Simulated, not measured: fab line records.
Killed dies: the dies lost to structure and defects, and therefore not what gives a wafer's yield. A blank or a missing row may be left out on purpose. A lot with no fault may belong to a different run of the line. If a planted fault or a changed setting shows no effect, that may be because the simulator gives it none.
fab line records	flow rit-cmos
[record] lots = 7	wafers = 21	last-day = 7
route steps=202 shown ACTIVE@1 FOX1@20 FOX2@23 M1@202
lots that met no fault: taken from a fault-free run of the same line
start-h: hours from the record's first day to the start of the lot's first wafer shown	wait-h: how many hours have passed since the lot's step before this one	" identical to the entry in the row above	L1.1+2: a row that stands for several wafers	- no value, or no start given	* or withheld: withheld	< > ~ a bound
route shown NAME@n: names a module that has steps shown in the file, with the first one's number in the route	usual: mean/standard deviation taken from wafers without a fault	same: alike in all rows	chamber/n: place in a boat	sites: readings site by site	_std_site: the values' standard deviation	_edge_site: mean of outer sites minus mean of inner sites	radius-mm: how far each site lies from the wafer's centre	mask NAME#n: copy n	behind: the tool/chamber that last shaped the wafer	hold: cause of the lot's hold/its duration in hours/its outcome	device: transistor that didn't switch, given as n, p or np	end of line: the route-end tests of the same wafers	a step given without rows: its recipe and nothing more	killed: dies that structure and defects cost at the first sort, which is not the same as the wafer's yield	map: per-die view of a wafer (x killed, . not killed, _ where there is no die)
set.NAME: setting as actually run; set.NAME@STEP: the setting as run at that earlier step	model.NAME: the simulator's own value behind a step, which no gauge read
certain route steps with their lots: each step a table, each wafer a row
services: a tool's chamber out of use, with start hour (start-h, from the record's first day; less than 0 if before it), hours out, and reason
[[steps]]
[step RIT_ACTIVE_BOW_MEAS_00]
[recipe] mode = bow
[usual] INCOMING_BOW = 1/6.9
lot.wafer	tool	chamber	start-h	wait-h	INCOMING_BOW[um]
L831.1	film-metro-02	-	10.00	-	3
L831.3	"	-	"	"	5
L831.6	"	-	"	"	5
L833.2	film-metro-04	-	20.02	-	11
L833.4	"	-	"	"	12
L833.6	"	-	"	"	-1
L836.3	film-metro-04	-	35.04	-	-3
L836.4	"	-	"	"	0
L836.5	"	-	"	"	3
L837.1	film-metro-02	-	40.00	-	-8
L837.2	"	-	"	"	-4
L837.3	"	-	"	"	-12
L839.1	film-metro-04	-	50.00	-	3
L839.3	"	-	"	"	-7
L839.4	"	-	"	"	4
L852.1	film-metro-04	-	115.00	-	-9
L852.3	"	-	"	"	8
L852.4	"	-	"	"	7
L854.1	film-metro-04	-	125.00	-	-11
L854.5	"	-	"	"	4
L854.6	"	-	"	"	0
[step RIT_ACTIVE_OXIDATION_01]
[recipe] temp-c = 1000	ambient = O2	target-thk-a = 468	ox-time-s = 3360
[usual] ox-temp-c = 1000.0/0.44	ox-time-s = 3360/0
lot.wafer	tool	chamber	start-h	wait-h	ox-temp-c	ox-time-s	model.SiO2_of_ACTIVE_OXIDATION_01.thk-nm
L831.1	furnace-01	0	10.86	0.8	1000.5	3360	47.63
L831.3	"	0	"	"	1000.4	3360	47.43
L831.6	"	0	"	"	999.6	3360	47.19
L833.2	furnace-03	0	20.12	0.1	1000.2	3360	47.13
L833.4	"	0	"	"	999.6	3360	46.67
L833.6	"	0	"	"	1000.0	3360	47.16
L836.3	furnace-03	0	35.13	0.1	1000.2	1512	29.5
L836.4	"	0	"	"	1000.4	1512	30.04
L836.5	"	0	"	"	1000.2	1512	30.38
L837.1	furnace-03	0	40.12	0.1	1000.7	1512	30.16
L837.2	"	0	"	"	999.9	1512	29.45
L837.3	"	0	"	"	1000.3	1512	29.19
L839.1	furnace-03	0	50.66	0.6	999.4	1512	30.13
L839.3	"	0	"	"	999.7	1512	31.09
L839.4	"	0	"	"	999.6	1512	30.18
L852.1	furnace-03	0	115.19	0.2	1000.1	3360	46.42
L852.3	"	0	"	"	999.9	3360	46.11
L852.4	"	0	"	"	1000.6	3360	47.25
L854.1	furnace-03	0	127.25	2.2	1000.8	3360	46.19
L854.5	"	0	"	"	1000.1	3360	46.36
L854.6	"	0	"	"	1000.4	3360	46.39
[step RIT_ACTIVE_THK_MEAS_02]
[recipe] reads = SiO2_of_ACTIVE_OXIDATION_01
[usual] ACTIVE_OXIDE_THK = 47.2/1
lot.wafer	tool	chamber	start-h	wait-h	ACTIVE_OXIDE_THK[nm]
L831.1	film-metro-02	-	12.79	0.0	47.6
L831.3	"	-	"	"	47.4
L831.6	"	-	"	"	47.2
L833.2	film-metro-04	-	22.06	0.0	47.1
L833.4	"	-	"	"	46.7
L833.6	"	-	"	"	47.2
L836.3	film-metro-04	-	37.08	0.0	29.5
L836.4	"	-	"	"	30.1
L836.5	"	-	"	"	30.4
L837.1	film-metro-04	-	42.05	0.0	30.1
L837.2	"	-	"	"	29.5
L837.3	"	-	"	"	29.2
L839.1	film-metro-04	-	52.59	0.0	30.1
L839.3	"	-	"	"	31.1
L839.4	"	-	"	"	30.1
L852.1	film-metro-02	-	117.13	0.0	46.4
L852.3	"	-	"	"	46.1
L852.4	"	-	"	"	47.3
L854.1	film-metro-03	-	129.18	0.0	46.2
L854.5	"	-	"	"	46.3
L854.6	"	-	"	"	46.4
[step RIT_ACTIVE_CVD_03]
[recipe] material = Si3N4	target-thk-nm = 150	temp-c = 810	precursor = SiH2Cl2/NH3	time-s = 1500	pressure-mtorr = 300	sih2cl2-flow-sccm = 60	nh3-flow-sccm = 150
[step RIT_ACTIVE_THK_MEAS_04]
[recipe] reads = Si3N4_of_ACTIVE_CVD_03
[usual] ACTIVE_NITRIDE_THK = 150.5/1.3
lot.wafer	tool	chamber	start-h	wait-h	ACTIVE_NITRIDE_THK[nm]
L831.1	film-metro-02	-	14.27	0.0	150.4
L831.3	"	-	"	"	148.9
L831.6	"	-	"	"	149.4
L833.2	film-metro-03	-	25.31	0.0	149.1
L833.4	"	-	"	"	149.9
L833.6	"	-	"	"	150.3
L836.3	film-metro-02	-	38.56	0.0	150.1
L836.4	"	-	"	"	151.8
L836.5	"	-	"	"	150.8
L837.1	film-metro-04	-	43.53	0.0	149.4
L837.2	"	-	"	"	149.1
L837.3	"	-	"	"	148.8
L839.1	film-metro-03	-	54.07	0.0	149.6
L839.3	"	-	"	"	149.6
L839.4	"	-	"	"	148.9
L852.1	film-metro-04	-	119.31	0.0	150.3
L852.3	"	-	"	"	150.3
L852.4	"	-	"	"	148.6
L854.1	film-metro-02	-	130.66	0.0	151.2
L854.5	"	-	"	"	150.9
L854.6	"	-	"	"	151.4
[step RIT_ACTIVE_HMDS_05]
[recipe] prime-time-s = 60	prime-temp-c = 140
[step RIT_ACTIVE_COAT_06]
[recipe] resist = NOVOLAK	spin-rpm = 3250	resist-thk-nm = 1000
[step RIT_ACTIVE_SOFTBAKE_07]
[recipe] resist = NOVOLAK	temp-c = 90	time-s = 60
[step RIT_ACTIVE_EXPOSE_08]
[recipe] mask-id = M1	na = 0.6	source-shape = conventional	sigma-outer = 0.6	target-cd-nm = 1400	dose-mj = 225
[step RIT_ACTIVE_PEB_09]
[recipe] resist = NOVOLAK	temp-c = withheld	time-s = withheld
[step RIT_ACTIVE_DEVELOP_10]
[recipe] resist = NOVOLAK	develop-time-s = 50	dev-temp-c = 23
[step RIT_ACTIVE_CD_MEAS_11]
[recipe] target-cd-nm = 1400
[usual] cd-nm = 1400.3/2.2
lot.wafer	tool	chamber	start-h	wait-h	cd-nm
L831.1	cd-sem-02	-	15.30	-	1400.6
L831.3	"	-	"	"	1401.7
L831.6	"	-	"	"	1399.1
L833.2	cd-sem-02	-	26.49	-	1402.0
L833.4	"	-	"	"	1401.5
L833.6	"	-	"	"	1402.0
L836.3	cd-sem-01	-	39.49	-	1401.3
L836.4	"	-	"	"	1400.7
L836.5	"	-	"	"	1400.9
L837.1	cd-sem-01	-	44.44	-	1400.3
L837.2	"	-	"	"	1400.2
L837.3	"	-	"	"	1397.6
L839.1	cd-sem-01	-	54.98	-	1400.7
L839.3	"	-	"	"	1403.9
L839.4	"	-	"	"	1402.9
L852.1	cd-sem-01	-	120.35	-	1398.9
L852.3	"	-	"	"	1398.8
L852.4	"	-	"	"	1402.4
L854.1	cd-sem-01	-	131.91	-	1399.5
L854.5	"	-	"	"	1399.0
L854.6	"	-	"	"	1398.9
[step RIT_ACTIVE_HARDBAKE_12]
[recipe] resist = NOVOLAK	temp-c = 140	time-s = 60
[step RIT_ACTIVE_ETCH_13]
[recipe] stop-on = SiO2	chemistry = SF6	target = Si3N4	time-s = 210	over-etch-frac = 0.4	SF6_flow_sccm = 200	pressure-mtorr = 260	rf-w = 125	target-depth-a = 2100
[usual] chamber-pressure-mTorr = 259.99/0.22	drypump-motor-current-A = 5.9/0.36	oes-product-au = 0.826/0.015	throttle-valve-pct = 7.44/0.11
lot.wafer	tool	chamber	start-h	wait-h	chamber-pressure-mTorr	drypump-motor-current-A	oes-product-au	rf-hours-counter-h	throttle-valve-pct
L831.1	rie-diel-03	1	15.57	0.1	260.25	5.7	0.855	104	7.40
L831.3	"	0	"	"	260.20	5.2	0.818	126	7.42
L831.6	"	3	"	"	260.02	5.9	0.836	-	7.36
L833.2	rie-diel-04	0	26.88	0.1	259.96	6.0	0.818	90	7.68
L833.4	"	3	"	"	259.92	5.9	0.804	-	7.44
L833.6	"	0	"	"	260.11	6.0	0.821	-	7.67
L836.3	rie-diel-04	1	39.72	0.1	260.02	6.6	0.821	83	7.43
L836.4	"	0	"	"	259.92	6.0	0.825	-	7.69
L836.5	"	3	"	"	259.88	5.8	0.811	-	7.44
L837.1	rie-diel-03	0	44.71	0.1	260.01	5.3	0.831	127	7.40
L837.2	"	3	"	"	260.02	5.9	0.835	82	7.35
L837.3	"	1	"	"	259.94	5.7	0.841	104	7.39
L839.1	rie-diel-04	0	55.25	0.1	259.99	6.0	0.816	90	7.69
L839.3	"	1	"	"	259.97	6.6	0.822	83	7.42
L839.4	"	3	"	"	259.76	5.8	0.803	53	7.43
L852.1	rie-diel-03	2	120.62	0.1	259.89	6.3	0.831	2	7.33
L852.3	"	1	"	"	260.12	5.7	0.851	105	7.42
L852.4	"	2	"	"	260.16	6.3	0.834	-	7.32
L854.1	rie-diel-03	2	132.18	0.1	259.78	6.3	0.832	2	7.34
L854.5	"	2	"	"	259.93	6.3	0.837	-	7.33
L854.6	"	1	"	"	260.01	5.7	0.852	-	7.41
[step RIT_ACTIVE_STRIP_14]
[recipe] chemistry = O2	time-s = 180	resist = NOVOLAK	platen-temp-c = withheld	power-w = 500	pressure-mtorr = 4000	o2-flow-sccm = 4000
[usual] chamber-pressure-mTorr = 4000/3.6	drypump-motor-current-A = 5.5/0.35
lot.wafer	tool	chamber	start-h	wait-h	chamber-pressure-mTorr	drypump-motor-current-A	rf-hours-counter-h
L831.1	plasma-asher-03	0	15.71	0.1	4000	5.1	37
L831.3	"	0	"	"	3992	5.2	-
L831.6	"	1	"	"	3999	5.5	-
L833.2	plasma-asher-03	1	27.01	0.1	3999	5.5	38
L833.4	"	1	"	"	4001	5.5	-
L833.6	"	0	"	"	4003	5.1	-
L836.3	plasma-asher-01	1	39.91	0.1	4001	5.8	-
L836.4	"	0	"	"	3998	5.9	-
L836.5	"	0	"	"	4004	5.9	-
L837.1	plasma-asher-01	1	44.84	0.1	4008	5.8	41
L837.2	"	0	"	"	3998	5.9	41
L837.3	"	1	"	"	3996	5.8	-
L839.1	plasma-asher-02	0	55.38	0.1	4001	5.6	40
L839.3	"	1	"	"	4005	4.9	-
L839.4	"	0	"	"	3997	5.6	-
L852.1	plasma-asher-02	1	120.75	0.1	3999	4.9	47
L852.3	"	0	"	"	3997	5.6	-
L852.4	"	1	"	"	4001	4.9	-
L854.1	plasma-asher-03	1	132.32	0.1	3995	5.5	50
L854.5	"	0	"	"	4002	5.1	-
L854.6	"	1	"	"	4009	5.5	-
[step RIT_ACTIVE_CD_MEAS_90]
[recipe] target-cd-nm = 1400
[usual] cd-nm = 1400.3/2.2
lot.wafer	tool	chamber	start-h	wait-h	cd-nm
L831.1	cd-sem-02	-	15.88	0.1	1400.8
L831.3	"	-	"	"	1401.9
L831.6	"	-	"	"	1399.4
L833.2	cd-sem-02	-	27.20	0.1	1402.1
L833.4	"	-	"	"	1401.4
L833.6	"	-	"	"	1402.0
L836.3	cd-sem-02	-	40.07	0.1	1401.9
L836.4	"	-	"	"	1400.6
L836.5	"	-	"	"	1400.9
L837.1	cd-sem-02	-	45.02	0.1	1400.2
L837.2	"	-	"	"	1399.4
L837.3	"	-	"	"	1397.4
L839.1	cd-sem-02	-	55.56	0.1	1401.3
L839.3	"	-	"	"	1404.4
L839.4	"	-	"	"	1402.6
L852.1	cd-sem-02	-	120.93	0.1	1398.5
L852.3	"	-	"	"	1399.3
L852.4	"	-	"	"	1402.3
L854.1	cd-sem-02	-	132.49	0.1	1400.0
L854.5	"	-	"	"	1399.4
L854.6	"	-	"	"	1399.6
[step RIT_ACTIVE_CLEAN_15]
[recipe] chemistry = SC1	mix = 3:3:50	time-s = 600	temp-c = 75
[step RIT_ACTIVE_CLEAN_16]
[recipe] chemistry = dHF	dilution = 50:1	time-s = 30
[step RIT_ACTIVE_CLEAN_17]
[recipe] chemistry = SC2	mix = 3:3:50	time-s = 600	temp-c = 75	dry = n2-spin
[step RIT_FOX1_OXIDATION_00]
[recipe] temp-c = 1100	ambient = H2O	target-thk-a = 3507	p-h2o-torr = 720	ox-time-s = 1130
[step RIT_FOX1_THK_MEAS_01]
[recipe] reads = SiO2_of_FOX1_OXIDATION_00
[usual] FOX1_OXIDE_THK = 351/9.6
lot.wafer	tool	chamber	start-h	wait-h	FOX1_OXIDE_THK[nm]
L831.1	film-metro-02	-	17.86	0.0	345
L831.3	"	-	"	"	342
L831.6	"	-	"	"	342
L833.2	film-metro-02	-	29.17	0.0	353
L833.4	"	-	"	"	361
L833.6	"	-	"	"	359
L836.3	film-metro-01	-	43.85	0.0	326
L836.4	"	-	"	"	328
L836.5	"	-	"	"	325
L837.1	film-metro-01	-	48.05	0.0	349
L837.2	"	-	"	"	348
L837.3	"	-	"	"	355
L839.1	film-metro-04	-	59.10	0.0	337
L839.3	"	-	"	"	336
L839.4	"	-	"	"	332
L852.1	film-metro-01	-	122.73	0.0	350
L852.3	"	-	"	"	356
L852.4	"	-	"	"	352
L854.1	film-metro-01	-	134.55	0.0	362
L854.5	"	-	"	"	355
L854.6	"	-	"	"	360
[step RIT_FOX1_WET_ETCH_02]
[recipe] chemistry = BOE	target-depth-nm = 350	time-s = 390	temp-c = 21.5	dry = n2-spin	dilution = 10:1	target = SiO2
[step RIT_FOX2_OXIDATION_00]
[recipe] temp-c = 1100	ambient = H2O	target-thk-a = 3507	p-h2o-torr = 720	ox-time-s = 1130
[step RIT_FOX2_THK_MEAS_01]
[recipe] reads = SiO2_of_FOX2_OXIDATION_00
[usual] FOX2_OXIDE_THK = 349/6.6
lot.wafer	tool	chamber	start-h	wait-h	FOX2_OXIDE_THK[nm]
L831.1	film-metro-03	-	19.35	0.0	353
L831.3	"	-	"	"	360
L831.6	"	-	"	"	355
L833.2	film-metro-01	-	30.67	0.0	346
L833.4	"	-	"	"	338
L833.6	"	-	"	"	342
L836.3	film-metro-01	-	45.35	0.0	348
L836.4	"	-	"	"	349
L836.5	"	-	"	"	353
L837.1	film-metro-01	-	49.55	0.0	358
L837.2	"	-	"	"	353
L837.3	"	-	"	"	353
L839.1	film-metro-04	-	61.49	0.0	345
L839.3	"	-	"	"	345
L839.4	"	-	"	"	352
L852.1	film-metro-04	-	124.22	0.0	350
L852.3	"	-	"	"	346
L852.4	"	-	"	"	355
L854.1	film-metro-03	-	136.04	0.0	349
L854.5	"	-	"	"	352
L854.6	"	-	"	"	352
[step RIT_FOX2_CLEAN_02]
[recipe] chemistry = dHF	dilution = 50:1	time-s = 180
[step RIT_FOX2_WET_ETCH_03]
[recipe] chemistry = H3PO4	target = Si3N4	target-depth-nm = 195	temp-c = 165	time-s = 2700
lot.wafer	tool	chamber	start-h	wait-h	model.SiO2_of_ACTIVE_OXIDATION_01.thk-nm
L831.1	wet-bench-04	1	19.47	0.0	42.59
L831.3	"	1	"	"	42.29
L831.6	"	1	"	"	40.63
L833.2	wet-bench-01	1	30.79	0.0	41.72
L833.4	"	1	"	"	40.95
L833.6	"	1	"	"	41.75
L836.3	wet-bench-02	3	45.44	0.0	25.84
L836.4	"	3	"	"	26.44
L836.5	"	3	"	"	26.41
L837.1	wet-bench-01	3	49.67	0.0	26.8
L837.2	"	3	"	"	24.68
L837.3	"	3	"	"	26.03
L839.1	wet-bench-01	0	61.61	0.0	26.62
L839.3	"	0	"	"	27.34
L839.4	"	0	"	"	26.32
L852.1	wet-bench-04	3	124.34	0.0	41.28
L852.3	"	3	"	"	41.02
L852.4	"	3	"	"	42.02
L854.1	wet-bench-01	1	136.16	0.0	41.04
L854.5	"	1	"	"	41.21
L854.6	"	1	"	"	41.22
[step RIT_FOX2_THK_MEAS_90]
[recipe] reads = SiO2_of_FOX2_OXIDATION_00
[usual] FIELD_OXIDE_LEFT_1_THK = 322/6.7
lot.wafer	tool	chamber	start-h	wait-h	FIELD_OXIDE_LEFT_1_THK[nm]
L831.1	film-metro-04	-	20.23	0.0	325
L831.3	"	-	"	"	333
L831.6	"	-	"	"	328
L833.2	film-metro-01	-	31.63	0.0	318
L833.4	"	-	"	"	310
L833.6	"	-	"	"	315
L836.3	film-metro-01	-	46.22	0.0	321
L836.4	"	-	"	"	322
L836.5	"	-	"	"	326
L837.1	film-metro-04	-	50.43	0.0	331
L837.2	"	-	"	"	326
L837.3	"	-	"	"	326
L839.1	film-metro-03	-	62.44	0.0	318
L839.3	"	-	"	"	317
L839.4	"	-	"	"	325
L852.1	film-metro-01	-	125.09	0.0	322
L852.3	"	-	"	"	319
L852.4	"	-	"	"	327
L854.1	film-metro-01	-	137.81	0.0	322
L854.5	"	-	"	"	325
L854.6	"	-	"	"	325
[step RIT_M1_PROBE_99]
[usual] killed-at-front-end = 7/3.1	killed-dies = 7/3.1	killed-open = 3.5/2	killed-short = 3.3/2
[same] gross-dies = 264	killed_at_M0_to_M3 = 0	killed_at_M4_up = 0	killed-at-back-side = 0	killed-at-contacts = 0	killed-at-other = 0
lot.wafer	tool	chamber	start-h	wait-h	killed-at-front-end	killed-dies	killed-open	killed-short	model.etest.nldd.width-nm	model.etest.pldd.width-nm	model.etest.pplus-sal.width-nm	model.etest.nplus-sal.width-nm	model.etest.nmos_0p3.r-on-ohm-um	model.etest.nmos-narrow.drive-ua-um	model.etest.pmos-narrow.drive-ua-um	model.etest.nmos_0p3.drive-ua-um
L831.1	prober-02	-	60.67	0.1	8	8	2	6	3164	3167	3443	3438	2158	223	101.5	222.4
L831.3	prober-02	-	60.77	0.2	8	8	4	4	3170	3157	3460	3456	2180	220.2	100.8	219.1
L831.6	prober-02	-	60.92	0.2	5	5	1	4	3172	3165	3431	3446	2163	221.6	101.2	221.7
L833.2	prober-02	-	74.39	0.1	3	3	2	1	3186	3174	3452	3449	2083	240.2	107.8	237.3
L833.4	prober-02	-	74.49	0.2	7	7	4	3	3165	3189	3439	3461	2080	244.2	110.5	240.8
L833.6	prober-02	-	74.59	0.2	10	10	7	3	3177	3172	3458	3467	2110	236.3	106.4	236.2
L836.3	prober-01	-	86.49	0.2	2	2	1	1	3321	3310	3605	3587	2137	270.9	123.2	234.5
L836.4	prober-01	-	86.54	0.2	4	4	2	2	3311	3318	3592	3574	2133	274.6	124.3	238.1
L836.5	prober-01	-	86.59	0.2	5	5	4	1	3324	3323	3579	3586	2110	275.2	123.7	240.2
L837.1	prober-02	-	89.21	0.1	9	9	5	4	3300	3306	3548	3556	2200	250.7	113.2	222.6
L837.2	prober-02	-	89.26	0.1	5	5	2	3	3327	3309	3551	3558	2199	249.8	113.6	223.4
L837.3	prober-02	-	89.31	0.2	9	9	4	5	3310	3306	3513	3544	2196	244.9	111.1	218.1
L839.1	prober-02	-	103.42	0.1	5	5	2	3	3327	3320	3572	3568	2169	269.9	116.7	237.1
L839.3	prober-02	-	103.52	0.2	8	8	4	4	3295	3316	3579	3564	2120	263.5	116.8	235.5
L839.4	prober-02	-	103.57	0.2	5	5	3	2	3314	3306	3572	3566	2121	268.7	117.3	237
L852.1	prober-01	-	169.77	0.1	7	7	5	2	3211	3185	3463	3446	2185	226.6	101.1	222.7
L852.3	prober-01	-	169.87	0.2	6	6	4	2	3169	3184	3473	3451	2197	227.2	101.5	222.5
L852.4	prober-01	-	169.92	0.2	11	11	9	2	3170	3162	3442	3445	2185	221.3	99.59	221.4
L854.1	prober-01	-	176.22	0.1	4	4	0	4	3172	3207	3446	3433	2179	226.9	101.8	225.7
L854.5	prober-01	-	176.42	0.2	11	11	9	2	3190	3189	3445	3453	2155	227.8	103	227
L854.6	prober-01	-	176.47	0.2	11	11	6	5	3181	3151	3444	3433	2128	226.2	103.9	227.9
// killed by level:class
L831.1 REOX:geometric-particle:short=4 FOX1:geometric-particle:short=1 FOX2:geometric-particle:open=1 REOX:geometric-particle:open=1 SPACER:geometric-particle:short=1
L831.3 GATE:geometric-particle:short=2 REOX:geometric-particle:open=2 FOX1:geometric-particle:open=1 GATE:geometric-particle:open=1 REOX:geometric-particle:short=1 SPACER:geometric-particle:short=1
L831.6 FOX1:geometric-particle:short=2 SPACER:geometric-particle:short=2 FOX1:geometric-particle:open=1
L833.2 SPACER:geometric-particle:open=2 SILICIDE:geometric-particle:short=1
L833.4 FOX2:geometric-particle:short=2 GATE:geometric-particle:open=2 ACTIVE:geometric-particle:open=1 FOX2:geometric-particle:open=1 GATE:geometric-particle:short=1
L833.6 GATE:geometric-particle:open=2 REOX:geometric-particle:short=2 SPACER:geometric-particle:open=2 ACTIVE:geometric-particle:open=1 FOX2:geometric-particle:open=1 REOX:geometric-particle:open=1 SPACER:geometric-particle:short=1
L836.3 GATE:geometric-particle:open=1 REOX:geometric-particle:short=1
L836.4 GATE:geometric-particle:short=1 GATE:geometric-particle:open=1 REOX:geometric-particle:open=1 REOX:geometric-particle:short=1
L836.5 GATE:geometric-particle:open=2 GATE:geometric-particle:short=1 REOX:geometric-particle:open=1 SILICIDE:geometric-particle:open=1
L837.1 SPACER:geometric-particle:short=4 GATE:geometric-particle:open=2 FOX2:geometric-particle:open=1 SPACER:geometric-particle:open=1 SILICIDE:geometric-particle:open=1
L837.2 FOX2:geometric-particle:short=1 GATE:geometric-particle:open=1 REOX:geometric-particle:short=1 SPACER:geometric-particle:open=1 SPACER:geometric-particle:short=1
L837.3 GATE:geometric-particle:short=2 SPACER:geometric-particle:short=2 SPACER:geometric-particle:open=2 GATE:geometric-particle:open=1 REOX:geometric-particle:short=1 SILICIDE:geometric-particle:open=1
L839.1 GATE:geometric-particle:short=2 FOX1:geometric-particle:short=1 REOX:geometric-particle:open=1 SPACER:geometric-particle:open=1
L839.3 GATE:geometric-particle:short=3 GATE:geometric-particle:open=2 FOX1:geometric-particle:short=1 FOX1:geometric-particle:open=1 REOX:geometric-particle:open=1
L839.4 FOX2:geometric-particle:open=2 FOX1:geometric-particle:short=1 SPACER:geometric-particle:open=1 SPACER:geometric-particle:short=1
L852.1 GATE:geometric-particle:open=3 GATE:geometric-particle:short=2 SPACER:geometric-particle:open=2
L852.3 FOX1:geometric-particle:open=2 GATE:geometric-particle:short=2 GATE:geometric-particle:open=1 SILICIDE:geometric-particle:open=1
L852.4 SILICIDE:geometric-particle:open=4 GATE:geometric-particle:open=2 FOX1:geometric-particle:open=1 FOX2:geometric-particle:open=1 GATE:geometric-particle:short=1 REOX:geometric-particle:short=1 SPACER:geometric-particle:open=1
L854.1 GATE:geometric-particle:short=3 SPACER:geometric-particle:short=1
L854.5 FOX2:geometric-particle:open=3 GATE:geometric-particle:short=2 GATE:geometric-particle:open=2 SILICIDE:geometric-particle:open=2 FOX1:geometric-particle:open=1 REOX:geometric-particle:open=1
L854.6 GATE:geometric-particle:open=4 GATE:geometric-particle:short=4 FOX1:geometric-particle:open=1 REOX:geometric-particle:open=1 REOX:geometric-particle:short=1
[[services]]
tool	chamber	start-h	hours	kind
rie-diel-03	2	-9.79	6.3	repair
furnace-03	-	4.57	4.1	pm
rie-diel-04	2	14.79	2.4	repair
rie-diel-04	1	19.58	10.2	repair
rie-diel-04	2	30.47	10.7	repair
wet-bench-01	-	41.14	2.9	repair
rie-diel-03	3	47.04	21.2	repair
rie-diel-03	1	65.27	17.5	repair
plasma-asher-02	-	75.76	0.5	repair
plasma-asher-01	-	81.88	3.2	repair
rie-diel-03	-	85.17	14.6	pm
rie-diel-04	-	91.95	0.8	repair
furnace-01	-	102.05	4.2	pm
plasma-asher-01	-	108.75	9.0	pm
plasma-asher-01	0	108.75	9.0	vent-cycle
plasma-asher-01	1	108.75	9.0	vent-cycle
plasma-asher-01	-	110.76	0.7	repair
plasma-asher-01	0	117.75	-	clean
plasma-asher-01	1	117.75	-	clean
rie-diel-03	3	120.34	23.2	repair
plasma-asher-02	-	124.14	9.8	repair
[[key]]
[first-sign] step = RIT_ACTIVE_OXIDATION_01	reading = ox-time-s	direction = down	sigmas = 99+	usual = *	struck = *
[effect] step = RIT_ACTIVE_THK_MEAS_02	reading = ACTIVE_OXIDE_THK	direction = down	sigmas = 17	usual = 47.2	struck = 30.0
[model-effect] step = RIT_ACTIVE_OXIDATION_01	value = SiO2_of_ACTIVE_OXIDATION_01.thk-nm	without = 47.68	struck = 30.01
[model-effect] step = RIT_FOX2_WET_ETCH_03	value = SiO2_of_ACTIVE_OXIDATION_01.thk-nm	without = 42.01	struck = 26.28
[model-effect] step = RIT_M1_PROBE_99	value = etest.nldd.width-nm	without = 3177	struck = 3314
met-at RIT_ACTIVE_OXIDATION_01
struck-wafers L836.3,L836.4,L836.5,L837.1,L837.2,L837.3,L839.1,L839.3,L839.4
tester-left-out L836,L837,L839
onset-between 20.12 35.13
[fault] kind = process-parameter-drift	tool = furnace-03	chamber = -	onset-h = 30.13	steps = RIT_ACTIVE_OXIDATION_01	channel = ox-time-s	offset = *	shape = step	end-h = 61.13	acts-in = *	stated = *
// tester-left-out: of these lots the tester's yield and bins aren't shown, on N5 and GAA mostly nor the transistor test; their killed dies are dies lost to structure and defects alone, not to doping, threshold or leakage, so they don't give the yield
